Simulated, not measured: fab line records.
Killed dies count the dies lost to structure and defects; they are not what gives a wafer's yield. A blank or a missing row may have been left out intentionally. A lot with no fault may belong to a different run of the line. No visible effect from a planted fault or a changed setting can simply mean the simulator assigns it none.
Which tool is to blame? :: flow rit_cmos :: 15 lots with 45 wafers sampled at 3 steps, on a route of 202 steps

== WHAT THE GAUGES SHOWED, per wafer ==
RIT_NWELL_OVL_MEAS_06.
lot: L348
measured: day 2 06:59
on: overlay-01
NWELL_OVL (nm): -2.4 -1.9 -3.7

lot: L349
measured: day 2 13:55
on: overlay-02
NWELL_OVL (nm): 1.6 -0.1 0.6

lot: L350
measured: day 2 18:58
on: overlay-02
NWELL_OVL (nm): -1.9 -1.7 0.0

lot: L351
measured: day 3 00:16
on: overlay-02
NWELL_OVL (nm): -0.3 -0.8 -1.5

lot: L353
measured: day 3 09:12
on: overlay-01
NWELL_OVL (nm): -0.9 -0.8 -1.4

lot: L354
measured: day 3 12:53
on: overlay-01
NWELL_OVL (nm): -2.2 0.0 0.9

lot: L356
measured: day 4 04:01
on: overlay-01
NWELL_OVL (nm): -2.5 -1.3 -3.0

lot: L357
measured: day 4 05:03
on: overlay-01
NWELL_OVL (nm): -1.1 1.2 -0.5

lot: L359
measured: day 4 13:38
on: overlay-01
NWELL_OVL (nm): -3.0 -2.7 -5.6

lot: L360
measured: day 4 19:29
on: overlay-01
NWELL_OVL (nm): -0.3 -0.1 -0.9

lot: L362
measured: day 5 05:41
on: overlay-02
NWELL_OVL (nm): 1.1 1.2 0.1

lot: L363
measured: day 5 09:15
on: overlay-02
NWELL_OVL (nm): -0.3 -1.5 0.3

lot: L365
measured: day 5 19:47
on: overlay-01
NWELL_OVL (nm): -0.4 -1.3 -0.8

lot: L366
measured: day 6 00:13
on: overlay-02
NWELL_OVL (nm): -1.3 0.8 0.3

lot: L368
measured: day 6 11:28
on: overlay-01
NWELL_OVL (nm): -1.5 -0.6 0.6

RIT_NRETRO_OVL_MEAS_06.
lot: L348
measured: day 2 17:56
on: overlay-01
NRETRO_OVL (nm): -0.6 -1.2 -1.0

lot: L349
measured: day 2 22:53
on: overlay-02
NRETRO_OVL (nm): 1.4 -0.7 -1.2

lot: L350
measured: day 3 05:10
on: overlay-02
NRETRO_OVL (nm): 0.1 1.6 -0.3

lot: L351
measured: day 3 08:59
on: overlay-01
NRETRO_OVL (nm): -1.5 -1.2 -2.2

lot: L353
measured: day 3 17:46
on: overlay-02
NRETRO_OVL (nm): 1.4 -1.2 -0.7

lot: L354
measured: day 3 21:56
on: overlay-01
NRETRO_OVL (nm): -3.2 -3.5 -2.9

lot: L356
measured: day 4 12:45
on: overlay-02
NRETRO_OVL (nm): -0.1 0.3 0.0

lot: L357
measured: day 4 13:29
on: overlay-02
NRETRO_OVL (nm): 1.6 -0.3 -0.9

lot: L359
measured: day 4 22:15
on: overlay-02
NRETRO_OVL (nm): 0.5 -3.5 -0.6

lot: L360
measured: day 5 04:02
on: overlay-01
NRETRO_OVL (nm): -2.1 -1.9 -0.2

lot: L362
measured: day 5 14:23
on: overlay-01
NRETRO_OVL (nm): -3.4 0.0 -0.9

lot: L363
measured: day 5 17:46
on: overlay-02
NRETRO_OVL (nm): 2.7 1.9 2.5

lot: L365
measured: day 6 04:22
on: overlay-01
NRETRO_OVL (nm): 2.1 0.3 0.1

lot: L366
measured: day 6 09:20
on: overlay-01
NRETRO_OVL (nm): -0.8 2.8 2.2

lot: L368
measured: day 6 20:01
on: overlay-02
NRETRO_OVL (nm): 0.7 0.1 0.4

== TOOL THAT RAN EACH LOT (tool first, then ch and the chambers of the sampled wafers, then the start) ==
lot: L348
RIT_ACTIVE_STRIP_14: plasma_asher-01 ch 0,1, day 2 01:41

lot: L349
RIT_ACTIVE_STRIP_14: plasma_asher-04 ch 0,1, day 2 05:58

lot: L350
RIT_ACTIVE_STRIP_14: plasma_asher-04 ch 0,1, day 2 12:26

lot: L351
RIT_ACTIVE_STRIP_14: plasma_asher-01 ch 0,1, day 2 17:08

lot: L353
RIT_ACTIVE_STRIP_14: plasma_asher-02 ch 0,1, day 3 03:09

lot: L354
RIT_ACTIVE_STRIP_14: plasma_asher-04 ch 0,1, day 3 07:23

lot: L356
RIT_ACTIVE_STRIP_14: plasma_asher-02 ch 0,1, day 3 17:52

lot: L357
RIT_ACTIVE_STRIP_14: plasma_asher-04 ch 0,1, day 3 21:58

lot: L359
RIT_ACTIVE_STRIP_14: plasma_asher-02 ch 0,1, day 4 08:02

lot: L360
RIT_ACTIVE_STRIP_14: plasma_asher-04 ch 0,1, day 4 14:06

lot: L362
RIT_ACTIVE_STRIP_14: plasma_asher-02 ch 0,1, day 4 23:11

lot: L363
RIT_ACTIVE_STRIP_14: plasma_asher-02 ch 0,1, day 5 03:58

lot: L365
RIT_ACTIVE_STRIP_14: plasma_asher-02 ch 0, day 5 13:50

lot: L366
RIT_ACTIVE_STRIP_14: plasma_asher-02 ch 0,1, day 5 18:54

lot: L368
RIT_ACTIVE_STRIP_14: plasma_asher-04 ch 0,1, day 6 04:51
- RIT_ACTIVE_STRIP_14: strips in O2, time 180 s.

== WHAT THE TOOLS THEMSELVES READ (means of the sampled wafers that have a number; where no wafer has one, the mark that the record gives instead) ==
RIT_ACTIVE_STRIP_14.
lot: L348
tool: plasma_asher-01
drypump_motor_current_A (A): 5.65

lot: L349
tool: plasma_asher-04
drypump_motor_current_A (A): 5.78

lot: L350
tool: plasma_asher-04
drypump_motor_current_A (A): 5.73

lot: L351
tool: plasma_asher-01
drypump_motor_current_A (A): 5.66

lot: L353
tool: plasma_asher-02
drypump_motor_current_A (A): 5.56

lot: L354
tool: plasma_asher-04
drypump_motor_current_A (A): 5.78

lot: L356
tool: plasma_asher-02
drypump_motor_current_A (A): 5.57

lot: L357
tool: plasma_asher-04
drypump_motor_current_A (A): 5.79

lot: L359
tool: plasma_asher-02
drypump_motor_current_A (A): 5.56

lot: L360
tool: plasma_asher-04
drypump_motor_current_A (A): 5.79

lot: L362
tool: plasma_asher-02
drypump_motor_current_A (A): 5.80

lot: L363
tool: plasma_asher-02
drypump_motor_current_A (A): 5.78

lot: L365
tool: plasma_asher-02
drypump_motor_current_A (A): 6.01

lot: L366
tool: plasma_asher-02
drypump_motor_current_A (A): 5.79

lot: L368
tool: plasma_asher-04
drypump_motor_current_A (A): 5.76

== THE ANSWER, worked out from the rows above alone ==
Rule: the lots themselves supply what counts as usual. Put in order of their means at a reading, lots are off if they are a third of the lots or fewer, leave a main group of 4 or more, and stand apart from it by a gap of 3 or more times the standard deviation of the main group's means; of several such gaps the widest counts. Not used: any main group whose means are identical at the precision the tables above print for the reading. A lot without any number at a reading at which 4 lots or more have one is off too. Where the step has rows for the other lots, those lots are counted as sound. The gauges are gone through in route order, then the tools' own readings, and for those a lot's mean is taken as printed above. At the first step where some lot is off, the reading lying furthest off is the one used; lots without a number count as furthest.
None of the lots is off at any reading shown; this tells nothing.

== WHAT HAD BEEN PUT IN BY THE SIMULATOR ==
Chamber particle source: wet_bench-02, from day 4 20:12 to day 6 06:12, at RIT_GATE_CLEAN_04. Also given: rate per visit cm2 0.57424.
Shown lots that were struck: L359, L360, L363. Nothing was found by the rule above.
